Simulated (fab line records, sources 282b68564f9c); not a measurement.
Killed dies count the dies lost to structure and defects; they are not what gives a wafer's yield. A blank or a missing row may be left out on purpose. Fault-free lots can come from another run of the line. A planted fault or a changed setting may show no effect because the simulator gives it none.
Split-lot experiment | flow rit cmos | on a route of 202 steps: 5 lots, 23 wafers read

== SPLIT DETAILS ==
At RIT_PRETRO_IMPLANT_08, the setting energy kev was moved away from the recipe's 45 on 5 of the 23 wafers read, by -3.9% to +2.3%. All remaining wafers had this setting at the recipe value.

The reading is taken at the split's own step.

== THE READING ==
implant.drp nm (the simulator's own value, which no gauge read), in nm, at RIT_PRETRO_IMPLANT_08. No usual value for it is given in the file.

wafer  | tool, chamber at the split | energy kev as run | against the recipe | implant.drp nm, nm | against lot-mates on the recipe
L075.1 | implanter-03, 0            | 46.03             | +2.3%              | 55.81              | +0.74
L075.4 | implanter-03, 0            | 46.03             | +2.3%              | 55.81              | +0.74
L075.6 | implanter-03, 0            | 46.03             | +2.3%              | 55.81              | +0.74
L075.3 | implanter-03, 0            | 45                | recipe             | 55.07              | -
L075.5 | implanter-03, 0            | 45                | recipe             | 55.07              | -
L077.1 | implanter-03, 0            | 45                | recipe             | 55.07              | -
L077.4 | implanter-03, 0            | 45                | recipe             | 55.07              | -
L077.6 | implanter-03, 0            | 45                | recipe             | 55.07              | -
L080.1 | implanter-01, 0            | 45                | recipe             | 55.07              | -
L080.2 | implanter-01, 0            | 45                | recipe             | 55.07              | -
L080.3 | implanter-01, 0            | 45                | recipe             | 55.07              | -
L080.5 | implanter-01, 0            | 43.25             | -3.9%              | 53.78              | -1.29
L080.6 | implanter-01, 0            | 43.25             | -3.9%              | 53.78              | -1.29
L081.1 | implanter-03, 0            | 45                | recipe             | 55.07              | -
L081.2 | implanter-03, 0            | 45                | recipe             | 55.07              | -
L081.4 | implanter-03, 0            | 45                | recipe             | 55.07              | -
L081.5 | implanter-03, 0            | 45                | recipe             | 55.07              | -
L081.6 | implanter-03, 0            | 45                | recipe             | 55.07              | -
L082.1 | implanter-03, 0            | 45                | recipe             | 55.07              | -
L082.2 | implanter-03, 0            | 45                | recipe             | 55.07              | -
L082.4 | implanter-03, 0            | 45                | recipe             | 55.07              | -
L082.5 | implanter-03, 0            | 45                | recipe             | 55.07              | -
L082.6 | implanter-03, 0            | 45                | recipe             | 55.07              | -

THE FIT
A straight line over all 23 wafers: implant.drp nm changes by +0.329 nm for each +1% of energy kev; r = +1.00; the points scatter about the line by 0.0052 nm.
The same after taking each lot's own level away (the mean of its wafers on the recipe; 23 wafers): +0.329 nm for each +1%; r = +1.00; scatter 0.0052 nm.
According to that fit, moving energy kev by its largest amount changes the reading by 1.3 nm.
The lots' own levels span 55.070 to 55.070 nm.
The two slopes are in agreement: the lot-to-lot level therefore moves the slope only a little.
Check: with one of the wafers moved furthest among these (-3.9%) left out of the fit, the line predicts -1.28 nm for it against its lot-mates. It came out at -1.29 nm against them.

== FURTHER SPLITS ON THESE WAFERS ==
Other splits were also applied to these wafers ahead of the reading. Each is held against what the fit with the lots' levels taken away leaves over:
other split on the same wafers   | wafers away from the commonest value | r with implant.drp nm (lot level and that fit taken away)
RIT_ACTIVE_OXIDATION_01 temp c   | 10                                   | +0.28
RIT_FOX2_OXIDATION_00 ox time s  | 15                                   | +0.11
RIT_NWELL_SOFTBAKE_02 temp c     | 7                                    | +0.04
RIT_NWELL_IMPLANT_08 energy kev  | 6                                    | +0.34
RIT_NRETRO_COAT_01 resist thk nm | 9                                    | +0.56
RIT_NRETRO_SOFTBAKE_02 temp c    | 7                                    | +0.31
RIT_PRETRO_SOFTBAKE_02 temp c    | 10                                   | -0.19

== THE WHOLE CHAIN: every reading that the file lists as answering this split, in the file's order ==
step                  | what it does | reading                                                         | change (the file's fit)               | r (the file's)
RIT_PRETRO_IMPLANT_08 |              | implant.rp nm (the simulator's own value, which no gauge read)  | +1.43 nm for each +1% of the setting  | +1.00
RIT_PRETRO_IMPLANT_08 |              | implant.drp nm (the simulator's own value, which no gauge read) | +0.329 nm for each +1% of the setting | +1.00

== THE FILE'S OWN FIT ==
implant.drp nm changes by +0.329 nm for each +1% of energy kev, r = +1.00.
